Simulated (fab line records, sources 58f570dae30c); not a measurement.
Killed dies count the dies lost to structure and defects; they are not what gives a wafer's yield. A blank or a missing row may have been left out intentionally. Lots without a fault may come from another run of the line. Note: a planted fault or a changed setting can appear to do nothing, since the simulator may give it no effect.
fab line records + flow berkeleyCmos170
record
- lots=14
- wafers=42
- lastDay=13
route steps=331 shown M2@286 M3@325
lots with no fault: from the same line, run without faults
startH: hours from the record's opening day to when the first of the lot's shown wafers began + waitH: time in hours since the lot's previous step + " unchanged from the row above + L1.1+2: several wafers, shown together as one row + - no value present, or no start provided + * or withheld: withheld + < > ~ a bound
route shown NAME@n: names a module that has steps shown in the file, with the first one's number in the route + usual: mean and standard deviation over wafers with no fault + same: alike in all rows + chamber/n: place in a boat + sites: per-site readings + _std_site: the values' standard deviation + _edge_site: inner sites' mean taken away from outer sites' mean + radiusMm: for every site, how far away it sits from the centre of the wafer + mask NAME#n: copy n + behind: the tool/chamber that last shaped the wafer + hold: what put the lot on hold/how long, in hours/how the hold closed + device: names the non-switching transistor (n, p or np) + end of line: the route-end tests of the same wafers + step lacking rows: just its recipe + killed: the dies lost at the first sort to structure and to defects; this is not the yield of the wafer + map: a wafer's dies, x killed, . not, _ none there
set.NAME: the setting as run; set.NAME@STEP: as run at that earlier step + model.NAME: the simulator's own value behind a step, which no gauge read
steps of the route over a sample of lots; a table a step, a row a wafer
services: the hour from which a tool's chamber was out of use, counted from the record's first day as startH (under 0 if before that day), plus the number of hours and why
## steps
# step UCB170_M2_CD_MEAS_15
# recipe
- targetCdNm=700
# usual
- cdNm=700.3/1.5
| lot.wafer | tool     | chamber | startH | waitH | cdNm  |
|-----------|----------|---------|--------|-------|-------|
| L504.2    | cdSem-01 | -       | 143.05 | -     | 696.9 |
| L504.3    | "        | -       | "      | "     | 697.5 |
| L504.5    | "        | -       | "      | "     | 696.7 |
| L505.3    | cdSem-01 | -       | 155.63 | -     | 702.2 |
| L505.4    | "        | -       | "      | "     | 699.7 |
| L505.5    | "        | -       | "      | "     | 698.7 |
| L507.1    | cdSem-01 | -       | 169.81 | -     | 701.3 |
| L507.3    | "        | -       | "      | "     | 700.2 |
| L507.5    | "        | -       | "      | "     | 702.0 |
| L508.1    | cdSem-02 | -       | 170.05 | -     | 700.5 |
| L508.3    | "        | -       | "      | "     | 699.7 |
| L508.5    | "        | -       | "      | "     | 699.1 |
| L509.1    | cdSem-02 | -       | 179.42 | -     | 697.3 |
| L509.2    | "        | -       | "      | "     | 698.3 |
| L509.3    | "        | -       | "      | "     | 700.2 |
| L512.1    | cdSem-02 | -       | 193.42 | -     | 699.9 |
| L512.3    | "        | -       | "      | "     | 702.1 |
| L512.5    | "        | -       | "      | "     | 701.8 |
| L511.1    | cdSem-02 | -       | 202.63 | -     | 700.7 |
| L511.2    | "        | -       | "      | "     | 701.6 |
| L511.6    | "        | -       | "      | "     | 702.0 |
| L513.3    | cdSem-01 | -       | 202.91 | -     | 699.5 |
| L513.4    | "        | -       | "      | "     | 700.0 |
| L513.6    | "        | -       | "      | "     | 700.1 |
| L514.1    | cdSem-02 | -       | 213.82 | -     | 704.1 |
| L514.4    | "        | -       | "      | "     | 701.0 |
| L514.6    | "        | -       | "      | "     | 703.8 |
| L515.3    | cdSem-02 | -       | 226.60 | -     | 699.8 |
| L515.5    | "        | -       | "      | "     | 700.1 |
| L515.6    | "        | -       | "      | "     | 698.0 |
| L516.1    | cdSem-02 | -       | 237.06 | -     | 700.5 |
| L516.2    | "        | -       | "      | "     | 698.9 |
| L516.4    | "        | -       | "      | "     | 700.3 |
| L518.1    | cdSem-02 | -       | 245.62 | -     | 697.9 |
| L518.2    | "        | -       | "      | "     | 697.8 |
| L518.3    | "        | -       | "      | "     | 697.8 |
| L525.1    | cdSem-01 | -       | 270.51 | -     | 702.9 |
| L525.5    | "        | -       | "      | "     | 701.9 |
| L525.6    | "        | -       | "      | "     | 700.6 |
| L527.1    | cdSem-01 | -       | 293.74 | -     | 698.4 |
| L527.3    | "        | -       | "      | "     | 698.9 |
| L527.6    | "        | -       | "      | "     | 699.3 |
# step UCB170_M2_METAL_ETCH_18
# recipe
- chemistry=Cl2/BCl3
- target=Al
- stopOn=SiO2
- pressureMtorr=12
- targetDepthA=11700
- overEtchFrac=0.3
- timeS=188.5
- icpW=600
- biasW=120
- Cl2_flow_sccm=90
- bcl3FlowSccm=45
# usual
- chamberPressureMTorr=12.001/0.011
- drypumpMotorCurrentA=5.7/0.31
- oesProductAu=0.878/0.01
- throttleValvePct=24.45/0.18
| lot.wafer | tool        | chamber | startH | waitH | chamberPressureMTorr | drypumpMotorCurrentA | oesProductAu | rfHoursCounterH | throttleValvePct |
|-----------|-------------|---------|--------|-------|----------------------|----------------------|--------------|-----------------|------------------|
| L504.2    | rieMetal-04 | 0       | 143.23 | -     | 12.004               | 5.6                  | 0.874        | 4               | 24.29            |
| L504.3    | "           | 0       | "      | "     | 11.985               | 5.6                  | 0.875        | -               | 24.28            |
| L504.5    | "           | 1       | "      | "     | 12.013               | 6.0                  | 0.888        | -               | 24.64            |
| L505.3    | rieMetal-04 | 1       | 155.91 | -     | 12.007               | 5.9                  | 0.892        | -               | 24.64            |
| L505.4    | "           | 1       | "      | "     | 11.996               | 6.0                  | 0.887        | -               | 24.64            |
| L505.5    | "           | 1       | "      | "     | 11.998               | 6.0                  | 0.896        | -               | 24.65            |
| L507.1    | rieMetal-03 | 1       | 170.01 | -     | 11.995               | 6.1                  | 0.854        | 11              | 24.20            |
| L507.3    | "           | 1       | "      | "     | 11.994               | 6.1                  | 0.855        | -               | 24.21            |
| L507.5    | "           | 1       | "      | "     | 11.991               | 6.1                  | 0.855        | -               | 24.20            |
| L508.1    | rieMetal-04 | 1       | 170.25 | -     | 11.997               | 6.0                  | 0.893        | 8               | 24.64            |
| L508.3    | "           | 1       | "      | "     | 11.993               | 6.0                  | 0.890        | -               | 24.64            |
| L508.5    | "           | 1       | "      | "     | 12.008               | 6.0                  | 0.882        | -               | 24.65            |
| L509.1    | rieMetal-04 | 1       | 179.62 | -     | 12.004               | 5.9                  | 0.879        | 8               | 24.64            |
| L509.2    | "           | 0       | "      | "     | 11.993               | 5.6                  | 0.877        | 4               | 24.28            |
| L509.3    | "           | 0       | "      | "     | 12.004               | 5.6                  | 0.881        | -               | 24.30            |
| L512.1    | rieMetal-04 | 1       | 193.62 | -     | 12.005               | 6.0                  | 0.882        | 9               | 24.64            |
| L512.3    | "           | 1       | "      | "     | 12.010               | 6.0                  | 0.882        | -               | 24.65            |
| L512.5    | "           | 1       | "      | "     | 11.998               | 5.9                  | 0.892        | -               | 24.62            |
| L511.1    | rieMetal-04 | 1       | 202.83 | -     | 12.011               | 5.9                  | 0.892        | 9               | 24.66            |
| L511.2    | "           | 0       | "      | "     | 12.009               | 5.6                  | 0.881        | 5               | 24.30            |
| L511.6    | "           | 0       | "      | "     | 11.996               | 5.6                  | 0.880        | -               | 24.27            |
| L513.3    | rieMetal-02 | 0       | 203.14 | -     | 12.001               | 5.5                  | 0.872        | -               | 24.30            |
| L513.4    | "           | 1       | "      | "     | 12.008               | 5.2                  | 0.882        | -               | 24.47            |
| L513.6    | "           | 1       | "      | "     | 12.000               | 5.2                  | 0.884        | -               | 24.48            |
| L514.1    | rieMetal-04 | 1       | 214.02 | -     | 12.006               | 5.9                  | 0.891        | 9               | 24.65            |
| L514.4    | "           | 0       | "      | "     | 12.002               | 5.6                  | 0.873        | -               | 24.30            |
| L514.6    | "           | 0       | "      | "     | 12.010               | 5.6                  | 0.877        | -               | 24.29            |
| L515.3    | rieMetal-03 | 1       | 226.82 | -     | 12.011               | 6.1                  | 0.865        | -               | 24.23            |
| L515.5    | "           | 0       | "      | "     | 12.014               | 5.8                  | 0.869        | -               | 24.74            |
| L515.6    | "           | 1       | "      | "     | 12.001               | 6.1                  | 0.860        | -               | 24.23            |
| L516.1    | rieMetal-02 | 1       | 237.25 | -     | 11.987               | 5.2                  | 0.884        | 5               | 24.48            |
| L516.2    | "           | 0       | "      | "     | 12.007               | 5.4                  | 0.887        | 7               | 24.32            |
| L516.4    | "           | 0       | "      | "     | 12.009               | 5.4                  | 0.882        | -               | 24.31            |
| L518.1    | rieMetal-04 | 0       | 245.82 | -     | 11.991               | 5.6                  | 0.875        | 6               | 24.31            |
| L518.2    | "           | 1       | "      | "     | 12.014               | 6.0                  | 0.884        | 10              | 24.63            |
| L518.3    | "           | 1       | "      | "     | 11.998               | 6.0                  | 0.875        | -               | 24.65            |
| L525.1    | rieMetal-02 | 1       | 270.70 | -     | 11.994               | 5.2                  | 0.881        | 5               | 24.49            |
| L525.5    | "           | 1       | "      | "     | 11.996               | 5.2                  | 0.885        | -               | 24.46            |
| L525.6    | "           | 0       | "      | "     | 12.012               | 5.5                  | 0.872        | -               | 24.31            |
| L527.1    | rieMetal-02 | 1       | 293.94 | -     | 11.990               | 5.2                  | 0.885        | 6               | 24.49            |
| L527.3    | "           | 1       | "      | "     | 11.987               | 5.2                  | 0.887        | -               | 24.47            |
| L527.6    | "           | 1       | "      | "     | 11.987               | 5.2                  | 0.879        | -               | 24.47            |
# step UCB170_M3_OVL_MEAS_16
# usual
- M3_OVL=1/6.1
| lot.wafer | tool       | chamber | startH | waitH | M3_OVL[nm] |
|-----------|------------|---------|--------|-------|------------|
| L504.2    | overlay-01 | -       | 148.34 | 0.1   | 9          |
| L504.3    | "          | -       | "      | "     | -3         |
| L504.5    | "          | -       | "      | "     | 6          |
| L505.3    | overlay-01 | -       | 162.23 | 0.1   | 2          |
| L505.4    | "          | -       | "      | "     | -4         |
| L505.5    | "          | -       | "      | "     | -9         |
| L507.1    | overlay-02 | -       | 176.30 | 0.1   | 2          |
| L507.3    | "          | -       | "      | "     | -3         |
| L507.5    | "          | -       | "      | "     | -4         |
| L508.1    | overlay-01 | -       | 176.90 | 0.1   | 5          |
| L508.3    | "          | -       | "      | "     | 4          |
| L508.5    | "          | -       | "      | "     | 13         |
| L509.1    | overlay-01 | -       | 184.52 | 0.1   | -3         |
| L509.2    | "          | -       | "      | "     | -4         |
| L509.3    | "          | -       | "      | "     | 2          |
| L512.1    | overlay-02 | -       | 198.53 | 0.1   | -8         |
| L512.3    | "          | -       | "      | "     | -4         |
| L512.5    | "          | -       | "      | "     | -5         |
| L511.1    | overlay-02 | -       | 210.54 | 0.1   | 14         |
| L511.2    | "          | -       | "      | "     | 3          |
| L511.6    | "          | -       | "      | "     | 8          |
| L513.3    | overlay-01 | -       | 210.68 | 0.1   | 5          |
| L513.4    | "          | -       | "      | "     | -3         |
| L513.6    | "          | -       | "      | "     | 2          |
| L514.1    | overlay-01 | -       | 220.75 | 0.1   | 4          |
| L514.4    | "          | -       | "      | "     | -4         |
| L514.6    | "          | -       | "      | "     | 4          |
| L515.3    | overlay-02 | -       | 232.10 | 0.1   | 4          |
| L515.5    | "          | -       | "      | "     | -3         |
| L515.6    | "          | -       | "      | "     | 7          |
| L516.1    | overlay-01 | -       | 242.90 | 0.1   | -1         |
| L516.2    | "          | -       | "      | "     | 6          |
| L516.4    | "          | -       | "      | "     | -1         |
| L518.1    | overlay-01 | -       | 252.78 | 0.1   | 13         |
| L518.2    | "          | -       | "      | "     | 4          |
| L518.3    | "          | -       | "      | "     | 4          |
| L525.1    | overlay-01 | -       | 276.97 | 0.1   | 16         |
| L525.5    | "          | -       | "      | "     | 10         |
| L525.6    | "          | -       | "      | "     | 4          |
| L527.1    | overlay-02 | -       | 300.06 | 0.1   | 1          |
| L527.3    | "          | -       | "      | "     | -2         |
| L527.6    | "          | -       | "      | "     | -2         |
# step UCB170_M3_METAL_ETCH_18
# recipe
- chemistry=Cl2/BCl3
- target=Al
- stopOn=SiO2
- pressureMtorr=12
- targetDepthA=11700
- overEtchFrac=0.3
- timeS=195
- icpW=600
- biasW=120
- Cl2_flow_sccm=90
- bcl3FlowSccm=45
# usual
- chamberPressureMTorr=12.000/0.0092
- drypumpMotorCurrentA=5.60/0.27
- oesProductAu=0.862/0.0097
- throttleValvePct=24.40/0.16
| lot.wafer | tool        | chamber | startH | waitH | chamberPressureMTorr | drypumpMotorCurrentA | oesProductAu | rfHoursCounterH | throttleValvePct |
|-----------|-------------|---------|--------|-------|----------------------|----------------------|--------------|-----------------|------------------|
| L504.2    | rieMetal-02 | 1       | 148.41 | -     | 11.999               | 5.19                 | 0.867        | 3               | 24.49            |
| L504.3    | "           | 1       | "      | "     | 12.009               | 5.20                 | 0.862        | -               | 24.49            |
| L504.5    | "           | 0       | "      | "     | 11.995               | 5.43                 | 0.862        | -               | 24.31            |
| L505.3    | rieMetal-02 | 1       | 162.36 | -     | 11.989               | 5.20                 | 0.870        | -               | 24.49            |
| L505.4    | "           | 0       | "      | "     | 12.001               | 5.47                 | 0.873        | -               | 24.32            |
| L505.5    | "           | 0       | "      | "     | 12.004               | 5.47                 | 0.866        | -               | 24.32            |
| L507.1    | rieMetal-01 | 1       | 176.38 | -     | 11.997               | 5.47                 | 0.851        | 11              | 24.37            |
| L507.3    | "           | 0       | "      | "     | 12.003               | 5.52                 | 0.837        | -               | 24.31            |
| L507.5    | "           | 1       | "      | "     | 11.993               | 5.46                 | 0.860        | -               | 24.36            |
| L508.1    | rieMetal-02 | 1       | 176.98 | -     | 11.989               | 5.19                 | 0.867        | 3               | 24.51            |
| L508.3    | "           | 0       | "      | "     | 12.009               | 5.44                 | 0.852        | -               | 24.32            |
| L508.5    | "           | 0       | "      | "     | 11.996               | 5.46                 | 0.871        | -               | 24.32            |
| L509.1    | rieMetal-03 | 0       | 184.59 | -     | 12.009               | 5.84                 | 0.866        | 12              | 24.77            |
| L509.2    | "           | 1       | "      | "     | 11.999               | 6.08                 | 0.858        | 12              | 24.21            |
| L509.3    | "           | 0       | "      | "     | 11.980               | 5.83                 | 0.870        | -               | 24.75            |
| L512.1    | rieMetal-02 | 0       | 198.61 | -     | 11.999               | 5.46                 | 0.872        | 6               | 24.33            |
| L512.3    | "           | 1       | "      | "     | 12.014               | 5.21                 | 0.872        | -               | 24.48            |
| L512.5    | "           | 1       | "      | "     | 11.999               | 5.24                 | 0.880        | -               | 24.48            |
| L511.1    | rieMetal-01 | 0       | 210.61 | -     | 12.015               | 5.62                 | 0.840        | 4               | 24.33            |
| L511.2    | "           | 1       | "      | "     | 11.997               | 5.43                 | 0.852        | 11              | 24.40            |
| L511.6    | "           | 0       | "      | "     | 11.984               | 5.62                 | 0.843        | -               | 24.34            |
| L513.3    | rieMetal-03 | 1       | 210.81 | -     | 11.986               | 6.10                 | 0.858        | -               | 24.22            |
| L513.4    | "           | 0       | "      | "     | 12.001               | 5.84                 | 0.859        | -               | 24.76            |
| L513.6    | "           | 1       | "      | "     | 12.001               | 6.10                 | 0.863        | -               | 24.23            |
| L514.1    | rieMetal-02 | 1       | 220.83 | -     | 12.001               | 5.23                 | 0.879        | 4               | 24.48            |
| L514.4    | "           | 0       | "      | "     | 12.003               | 5.44                 | 0.866        | -               | 24.32            |
| L514.6    | "           | 1       | "      | "     | 11.991               | 5.22                 | 0.877        | -               | 24.48            |
| L515.3    | rieMetal-02 | 0       | 232.29 | -     | 12.018               | 5.45                 | 0.854        | -               | 24.33            |
| L515.5    | "           | 0       | "      | "     | 12.003               | 5.44                 | 0.867        | -               | 24.31            |
| L515.6    | "           | 0       | "      | "     | 12.032               | 5.44                 | 0.852        | -               | 24.32            |
| L516.1    | rieMetal-03 | 1       | 242.98 | -     | 12.007               | 6.11                 | 0.856        | 13              | 24.23            |
| L516.2    | "           | 0       | "      | "     | 11.990               | 5.85                 | 0.863        | 14              | 24.76            |
| L516.4    | "           | 1       | "      | "     | 11.996               | 6.11                 | 0.864        | -               | 24.24            |
| L518.1    | rieMetal-01 | 0       | 252.86 | -     | 12.014               | 5.60                 | 0.852        | 4               | 24.35            |
| L518.2    | "           | 0       | "      | "     | 11.999               | 5.60                 | 0.848        | -               | 24.35            |
| L518.3    | "           | 0       | "      | "     | 12.018               | 5.60                 | 0.850        | -               | 24.35            |
| L525.1    | rieMetal-01 | 1       | 277.05 | -     | 12.000               | 5.44                 | 0.762        | 0               | 24.46            |
| L525.5    | "           | 1       | "      | "     | 12.009               | 5.45                 | 0.769        | -               | 24.46            |
| L525.6    | "           | 0       | "      | "     | 11.998               | 5.60                 | 0.763        | -               | 24.37            |
| L527.1    | rieMetal-01 | 0       | 300.14 | -     | 12.014               | 5.60                 | 0.755        | 6               | 24.37            |
| L527.3    | "           | 0       | "      | "     | 12.001               | 5.63                 | 0.757        | -               | 24.39            |
| L527.6    | "           | 0       | "      | "     | 11.996               | 5.63                 | 0.754        | -               | 24.39            |
# step UCB170_M3_STRIP_19
# recipe
- chemistry=O2
- powerW=400
- pressureMtorr=3500
- platenTempC=withheld
- o2FlowSccm=400
- overashFraction=0.5
# usual
- chamberPressureMTorr=3499.8/3
- drypumpMotorCurrentA=5.8/0.49
- oesProductAu=0.563/0.014
| lot.wafer | tool           | chamber | startH | waitH | chamberPressureMTorr | drypumpMotorCurrentA | oesProductAu | rfHoursCounterH |
|-----------|----------------|---------|--------|-------|----------------------|----------------------|--------------|-----------------|
| L504.2    | plasmaAsher-03 | 1       | 148.60 | 0.1   | 3501.0               | 6.0                  | 0.552        | 39              |
| L504.3    | "              | 1       | "      | "     | 3501.5               | 5.9                  | 0.559        | -               |
| L504.5    | "              | 0       | "      | "     | 3503.7               | 6.2                  | 0.598        | -               |
| L505.3    | plasmaAsher-04 | 1       | 162.52 | 0.1   | 3499.6               | 5.5                  | 0.554        | -               |
| L505.4    | "              | 0       | "      | "     | 3500.0               | 6.6                  | 0.584        | -               |
| L505.5    | "              | 0       | "      | "     | 3497.6               | 6.6                  | 0.574        | -               |
| L507.1    | plasmaAsher-02 | 1       | 176.56 | 0.1   | 3503.7               | 5.4                  | 0.574        | 42              |
| L507.3    | "              | 1       | "      | "     | 3498.2               | 5.4                  | 0.574        | -               |
| L507.5    | "              | 0       | "      | "     | 3497.2               | 5.2                  | 0.557        | -               |
| L508.1    | plasmaAsher-02 | 1       | 177.17 | 0.1   | 3501.1               | 5.4                  | 0.562        | 43              |
| L508.3    | "              | 1       | "      | "     | 3502.3               | 5.4                  | 0.579        | -               |
| L508.5    | "              | 1       | "      | "     | 3499.1               | 5.4                  | 0.580        | -               |
| L509.1    | plasmaAsher-04 | 1       | 184.78 | 0.1   | 3498.5               | 5.5                  | 0.553        | 7               |
| L509.2    | "              | 0       | "      | "     | 3503.4               | 6.6                  | 0.539        | 7               |
| L509.3    | "              | 0       | "      | "     | 3499.3               | 6.6                  | 0.567        | -               |
| L512.1    | plasmaAsher-03 | 0       | 198.79 | 0.1   | 3501.1               | 6.2                  | 0.572        | 43              |
| L512.3    | "              | 1       | "      | "     | 3507.7               | 6.0                  | 0.558        | -               |
| L512.5    | "              | 1       | "      | "     | 3503.9               | 5.9                  | 0.548        | -               |
| L511.1    | plasmaAsher-02 | 0       | 210.80 | 0.1   | 3498.0               | 5.2                  | 0.561        | 46              |
| L511.2    | "              | 1       | "      | "     | 3501.3               | 5.4                  | 0.556        | 46              |
| L511.6    | "              | 1       | "      | "     | 3500.8               | 5.4                  | 0.558        | -               |
| L513.3    | plasmaAsher-03 | 1       | 210.97 | 0.1   | 3503.3               | 6.0                  | 0.550        | -               |
| L513.4    | "              | 0       | "      | "     | 3501.4               | 6.2                  | 0.565        | -               |
| L513.6    | "              | 0       | "      | "     | 3493.1               | 6.3                  | 0.543        | -               |
| L514.1    | plasmaAsher-03 | 0       | 221.02 | 0.1   | 3503.4               | 6.2                  | 0.552        | 45              |
| L514.4    | "              | 1       | "      | "     | 3500.2               | 6.0                  | 0.569        | -               |
| L514.6    | "              | 1       | "      | "     | 3496.6               | 6.0                  | 0.546        | -               |
| L515.3    | plasmaAsher-04 | 1       | 232.57 | 0.2   | 3499.2               | 5.5                  | 0.590        | -               |
| L515.5    | "              | 1       | "      | "     | 3503.1               | 5.6                  | 0.580        | -               |
| L515.6    | "              | 0       | "      | "     | 3504.4               | 6.6                  | 0.590        | -               |
| L516.1    | plasmaAsher-04 | 0       | 243.16 | 0.1   | 3504.5               | 6.6                  | 0.539        | 12              |
| L516.2    | "              | 1       | "      | "     | 3497.7               | 5.5                  | 0.553        | 12              |
| L516.4    | "              | 1       | "      | "     | 3495.0               | 5.5                  | 0.538        | -               |
| L518.1    | plasmaAsher-02 | 1       | 253.24 | 0.3   | 3503.3               | 5.4                  | 0.565        | 51              |
| L518.2    | "              | 0       | "      | "     | 3498.0               | 5.2                  | 0.561        | 51              |
| L518.3    | "              | 1       | "      | "     | 3494.8               | 5.4                  | 0.570        | -               |
| L525.1    | plasmaAsher-02 | 0       | 277.24 | 0.1   | 3498.2               | 5.2                  | 0.723        | 54              |
| L525.5    | "              | 1       | "      | "     | 3497.2               | 5.4                  | 0.715        | -               |
| L525.6    | "              | 0       | "      | "     | 3503.2               | 5.2                  | 0.725        | -               |
| L527.1    | plasmaAsher-03 | 1       | 300.33 | 0.1   | 3495.5               | 5.9                  | 0.710        | 55              |
| L527.3    | "              | 1       | "      | "     | 3499.8               | 5.9                  | 0.726        | -               |
| L527.6    | "              | 0       | "      | "     | 3507.9               | 6.3                  | 0.728        | -               |
# step UCB170_M3_CD_MEAS_90
# recipe
- targetCdNm=700
# usual
- cdNm=700.1/2.8
| lot.wafer | tool     | chamber | startH | waitH | cdNm  |
|-----------|----------|---------|--------|-------|-------|
| L504.2    | cdSem-01 | -       | 148.72 | 0.1   | 699.7 |
| L504.3    | "        | -       | "      | "     | 701.3 |
| L504.5    | "        | -       | "      | "     | 703.7 |
| L505.3    | cdSem-02 | -       | 162.63 | 0.1   | 697.2 |
| L505.4    | "        | -       | "      | "     | 701.6 |
| L505.5    | "        | -       | "      | "     | 700.2 |
| L507.1    | cdSem-01 | -       | 176.66 | 0.1   | 698.9 |
| L507.3    | "        | -       | "      | "     | 698.8 |
| L507.5    | "        | -       | "      | "     | 700.3 |
| L508.1    | cdSem-01 | -       | 177.27 | 0.1   | 699.9 |
| L508.3    | "        | -       | "      | "     | 703.3 |
| L508.5    | "        | -       | "      | "     | 704.1 |
| L509.1    | cdSem-01 | -       | 184.88 | 0.1   | 695.1 |
| L509.2    | "        | -       | "      | "     | 695.0 |
| L509.3    | "        | -       | "      | "     | 699.1 |
| L512.1    | cdSem-01 | -       | 198.89 | 0.1   | 701.5 |
| L512.3    | "        | -       | "      | "     | 702.1 |
| L512.5    | "        | -       | "      | "     | 697.3 |
| L511.1    | cdSem-01 | -       | 210.90 | 0.1   | 703.1 |
| L511.2    | "        | -       | "      | "     | 704.2 |
| L511.6    | "        | -       | "      | "     | 704.0 |
| L513.3    | cdSem-02 | -       | 211.07 | 0.1   | 697.8 |
| L513.4    | "        | -       | "      | "     | 701.2 |
| L513.6    | "        | -       | "      | "     | 698.6 |
| L514.1    | cdSem-01 | -       | 221.12 | 0.1   | 697.3 |
| L514.4    | "        | -       | "      | "     | 695.4 |
| L514.6    | "        | -       | "      | "     | 692.8 |
| L515.3    | cdSem-02 | -       | 232.97 | 0.4   | 700.1 |
| L515.5    | "        | -       | "      | "     | 700.5 |
| L515.6    | "        | -       | "      | "     | 699.9 |
| L516.1    | cdSem-02 | -       | 243.50 | 0.3   | 696.4 |
| L516.2    | "        | -       | "      | "     | 698.1 |
| L516.4    | "        | -       | "      | "     | 699.9 |
| L518.1    | cdSem-01 | -       | 253.34 | 0.1   | 702.1 |
| L518.2    | "        | -       | "      | "     | 700.1 |
| L518.3    | "        | -       | "      | "     | 700.1 |
| L525.1    | cdSem-01 | -       | 277.34 | 0.1   | 715.5 |
| L525.5    | "        | -       | "      | "     | 716.5 |
| L525.6    | "        | -       | "      | "     | 714.1 |
| L527.1    | cdSem-02 | -       | 300.43 | 0.1   | 721.4 |
| L527.3    | "        | -       | "      | "     | 720.3 |
| L527.6    | "        | -       | "      | "     | 716.7 |
## services
| tool           | chamber | startH | hours | kind          |
|----------------|---------|--------|-------|---------------|
| rieMetal-03    | 1       | 126.18 | 18.9  | repair        |
| rieMetal-04    | 0       | 149.87 | 21.5  | repair        |
| plasmaAsher-02 | -       | 150.46 | 2.8   | pm            |
| plasmaAsher-04 | -       | 153.72 | 8.6   | repair        |
| rieMetal-03    | 0       | 167.32 | 3.7   | repair        |
| rieMetal-02    | -       | 167.97 | 0.5   | repair        |
| rieMetal-01    | -       | 179.32 | 2.8   | pm            |
| rieMetal-03    | -       | 185.13 | 14.6  | pm            |
| rieMetal-02    | -       | 214.44 | 0.2   | repair        |
| plasmaAsher-03 | -       | 219.91 | 0.7   | repair        |
| rieMetal-04    | 0       | 220.65 | 4.3   | repair        |
| rieMetal-01    | -       | 228.98 | 14.6  | pm            |
| rieMetal-02    | 1       | 229.84 | 6.0   | repair        |
| rieMetal-03    | 1       | 249.18 | 2.9   | repair        |
| rieMetal-01    | 1       | 250.86 | -     | clean         |
| rieMetal-01    | 1       | 250.86 | 17.0  | scheduledDown |
| rieMetal-01    | 1       | 250.86 | 17.0  | ventCycle     |
| rieMetal-02    | 1       | 251.47 | 15.7  | repair        |
| plasmaAsher-02 | -       | 284.74 | 0.5   | repair        |
| plasmaAsher-03 | -       | 290.12 | 3.4   | repair        |
## key
firstSign
- step=UCB170_M3_METAL_ETCH_18
- reading=oesProductAu
- direction=down
- sigmas=11
- usual=0.862
- struck=0.760
effect
- step=UCB170_M3_STRIP_19
- reading=oesProductAu
- direction=up
- sigmas=12
- usual=0.563
- struck=0.721
effect
- step=UCB170_M3_CD_MEAS_90
- reading=cdNm
- direction=up
- sigmas=6.2
- usual=700.1
- struck=717.4
metAt UCB170_M3_METAL_ETCH_18
struckLots L525,L527
laterRowsLeftOut L525.1,L525.5,L525.6,L527.1,L527.3,L527.6
sortLeftOut L525.1,L525.5,L525.6,L527.1,L527.3,L527.6
notActingAt UCB170_M2_CD_MEAS_15,UCB170_M2_METAL_ETCH_18,UCB170_M3_OVL_MEAS_16
onsetBetween 252.86 277.05
fault
- kind=processParameterDrift
- tool=rieMetal-01
- chamber=-
- onsetH=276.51
- steps=UCB170_M3_METAL_ETCH_18
- channel=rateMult
- offset=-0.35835
- shape=step
- endH=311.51
# sortLeftOut: the simulated sort isn't trusted on such a fault, so these wafers' sort isn't shown, and their yield isn't known
# laterRowsLeftOut: the simulator's readings of these wafers behind a module that went badly wrong aren't trusted and aren't shown, but for the sort
